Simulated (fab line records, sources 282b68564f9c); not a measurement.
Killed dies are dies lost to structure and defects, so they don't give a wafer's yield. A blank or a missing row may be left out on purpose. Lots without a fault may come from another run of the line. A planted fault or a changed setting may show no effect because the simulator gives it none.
fab line records | flow rit_cmos
record lots=6 wafers=18 last_day=7
route steps=202 shown PSD@144 SDANNEAL@153
lots that met no fault: from a run of the same line without faults
start_h: hours from the record's first day to the start of the lot's first wafer shown | wait_h: hours since the lot's step before | " the same as in the row above | L1.1+2: a row that stands for several wafers | - no value, or no start given | * or withheld: withheld | < > ~ a bound
route shown NAME@n: a module of which the file shows steps, and the number in the route of the first | usual: mean/standard deviation of fault-free wafers | same: alike in all rows | chamber/n: place in a boat | sites: the reading at each site | _std_site: their standard deviation | _edge_site: outer sites' mean less inner sites' | radius_mm: how far each site lies from the wafer's centre | mask NAME#n: copy n | behind: the tool/chamber that last shaped the wafer | hold: why the lot was held/for how many hours/how that ended | device: the transistor (n, p or np) that didn't switch | end of line: the same wafers' tests at the end of the route | a step without rows: its recipe alone | killed: dies lost to structure and defects at the first sort, not the wafer's yield | map: a wafer's dies, x killed, . not, _ none there
set.NAME: the setting as run; set.NAME@STEP: as run at that earlier step | model.NAME: the simulator's own value behind a step, which no gauge read
lots at some steps of the route; a table a step, a row a wafer
services: from which hour (start_h, from the record's first day; less than 0 if before it) a tool's chamber was out of use, for how many hours, and why
## steps
# step RIT_PSD_SOFTBAKE_02
# recipe resist=NOVOLAK temp_c=90 time_s=60
# step RIT_PSD_EXPOSE_03
# recipe mask_id=M10 na=0.57 target_cd_nm=40900 dose_mj=250
# step RIT_PSD_PEB_04
# recipe resist=NOVOLAK temp_c=withheld time_s=withheld
# step RIT_PSD_DEVELOP_05
# recipe resist=NOVOLAK develop_time_s=50 dev_temp_c=23
# step RIT_PSD_OVL_MEAS_06
# usual PSD_OVL=0.6/1.3
# columns lot.wafer tool chamber start_h wait_h PSD_OVL[nm]
L166.1 overlay-01 - 49.83 - 0.7
L166.4 " - " " 1.3
L166.5 " - " " 0.7
L169.1 overlay-01 - 64.11 - 2.3
L169.4 " - " " 2.0
L169.6 " - " " 2.1
L183.3 overlay-02 - 133.99 - 0.4
L183.5 " - " " 0.5
L183.6 " - " " -1.3
L184.1 overlay-02 - 138.43 - 2.8
L184.3 " - " " 0.4
L184.5 " - " " 1.9
L185.2 overlay-01 - 142.79 - 2.4
L185.4 " - " " 0.6
L185.6 " - " " 1.7
L186.2 overlay-01 - 148.24 - 2.7
L186.3 " - " " 1.4
L186.6 " - " " 2.0
# step RIT_PSD_HARDBAKE_07
# recipe resist=NOVOLAK temp_c=140 time_s=60
# step RIT_PSD_IMPLANT_08
# recipe species=BF2 energy_kev=27 dose_cm2=5e+15 tilt_deg=7
# step RIT_PSD_STRIP_09
# recipe chemistry=O2 time_s=180 resist=NOVOLAK platen_temp_c=withheld power_w=500 pressure_mtorr=4000 o2_flow_sccm=4000
# usual drypump_motor_current_A=5.8/0.41 rf_refl_power_W=7.3/0.84
# same time_s=180
# columns lot.wafer tool chamber start_h wait_h drypump_motor_current_A rf_hours_counter_h rf_refl_power_W
L166.1 plasma_asher-04 1 50.16 0.1 6.1 43 8.1
L166.4 " 1 " " 6.1 - 8.2
L166.5 " 1 " " 6.1 - 7.8
L169.1 plasma_asher-04 0 64.44 0.1 6.3 44 6.9
L169.4 " 0 " " 6.3 - 6.9
L169.6 " 1 " " 6.1 - 7.8
L183.3 plasma_asher-04 0 134.38 0.1 6.3 - 6.9
L183.5 " 1 " " 6.1 - 8.3
L183.6 " 0 " " 6.2 - 6.7
L184.1 plasma_asher-01 1 138.77 0.1 5.4 44 6.9
L184.3 " 0 " " 6.1 - 6.9
L184.5 " 0 " " 6.1 - 7.0
L185.2 plasma_asher-04 1 143.12 0.1 6.1 54 8.0
L185.4 " 1 " " 6.1 - 8.1
L185.6 " 0 " " 6.3 - 6.7
L186.2 plasma_asher-01 0 148.57 0.1 6.1 45 7.2
L186.3 " 0 " " 6.1 - 7.1
L186.6 " 1 " " 5.4 - 6.9
# step RIT_PSD_TW_MEAS_10
# usual PSD_TW=3430/15
# columns lot.wafer tool chamber start_h wait_h PSD_TW
L166.1 film_metro-04 - 50.34 0.1 3450
L166.4 " - " " 3434
L166.5 " - " " 3444
L169.1 film_metro-04 - 64.62 0.1 3423
L169.4 " - " " 3443
L169.6 " - " " 3428
L183.3 film_metro-02 - 134.51 0.1 3421
L183.5 " - " " 3408
L183.6 " - " " 3423
L184.1 film_metro-02 - 138.94 0.1 3430
L184.3 " - " " 3430
L184.5 " - " " 3433
L185.2 film_metro-03 - 143.30 0.1 3461
L185.4 " - " " 3459
L185.6 " - " " 3427
L186.2 film_metro-02 - 148.76 0.1 3453
L186.3 " - " " 3444
L186.6 " - " " 3455
# step RIT_SDANNEAL_CLEAN_00
# recipe chemistry=SC1 mix=3:3:50 time_s=600 temp_c=75
# step RIT_SDANNEAL_CLEAN_01
# recipe chemistry=dHF dilution=50:1 time_s=30
# step RIT_SDANNEAL_CLEAN_02
# recipe chemistry=SC2 mix=3:3:50 time_s=600 temp_c=75 dry=n2_spin
# step RIT_SDANNEAL_RTA_03
# recipe temp_c=1050 time_s=5 idle_temp_c=600 ramp_up_c_per_s=342 ramp_down_c_per_s=171 cool_to_c=600 ambient=N2
# usual anneal_temp_c_max=1055.5/1.9 chamber_o2_ppm=1.998/0.02 time_s=5/0 wafer_temp_C_max=1053.5/1.1
# columns lot.wafer tool chamber start_h wait_h anneal_temp_c_max chamber_o2_ppm time_s wafer_temp_C_max
L166.1 rtp_anneal-01 0 50.79 0.0 1055.4 1.996 5 1054.1
L166.4 " 0 " " 1058.3 1.993 5 1056.2
L166.5 " 0 " " 1055.8 2.020 5 1054.4
L169.1 rtp_anneal-02 0 66.09 0.0 1053.1 1.995 5 1054.0
L169.4 " 0 " " 1052.6 1.973 5 1052.1
L169.6 " 0 " " 1053.5 1.962 5 1052.8
L183.3 rtp_anneal-02 - 134.96 0.0 - - - -
L183.5 " - " " - - - -
L183.6 " - " " - - - -
L184.1 rtp_anneal-01 - 139.40 0.0 - - - -
L184.3 " - " " - - - -
L184.5 " - " " - - - -
L185.2 rtp_anneal-02 0 143.76 0.0 1053.5 1.995 5 1052.9
L185.4 " 0 " " 1054.5 1.965 5 1053.3
L185.6 " 0 " " 1053.5 1.964 5 1053.5
L186.2 rtp_anneal-01 0 149.18 0.0 1056.9 2.022 5 1055.1
L186.3 " 0 " " 1057.5 1.987 5 1053.3
L186.6 " 0 " " 1055.5 2.021 5 1052.3
## services
# columns tool chamber start_h hours kind
plasma_asher-01 - 26.78 5.5 repair
plasma_asher-01 - 46.76 12.8 repair
plasma_asher-01 - 120.14 15.6 pm
plasma_asher-04 - 143.73 0.8 repair
## key
first_sign step=RIT_SDANNEAL_RTA_03 reading=tool_record direction=missing
effect none on later readings
met_at RIT_SDANNEAL_RTA_03
struck_wafers L183.3,L183.5,L183.6,L184.1,L184.3,L184.5
later_rows_left_out L183.3,L183.5,L183.6,L184.1,L184.3,L184.5
sort_left_out L183.3,L183.5,L183.6,L184.1,L184.3,L184.5
tester_left_out L183,L184
onset_between 66.09 134.96
fault kind=skipped_step_whole tool=rtp_anneal-01,rtp_anneal-02 chamber=- onset_h=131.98 steps=RIT_SDANNEAL_RTA_03 scope=struck_lots_only
# tester_left_out: of these lots the tester's yield and bins aren't shown, on N5 and GAA mostly nor the transistor test; their killed dies are dies lost to structure and defects alone, not to doping, threshold or leakage, so they don't give the yield
# sort_left_out: the simulated sort isn't trusted on such a fault, so these wafers' sort isn't shown, and their yield isn't known
# later_rows_left_out: the simulator's readings of these wafers behind a module that went badly wrong aren't trusted and aren't shown, but for the sort
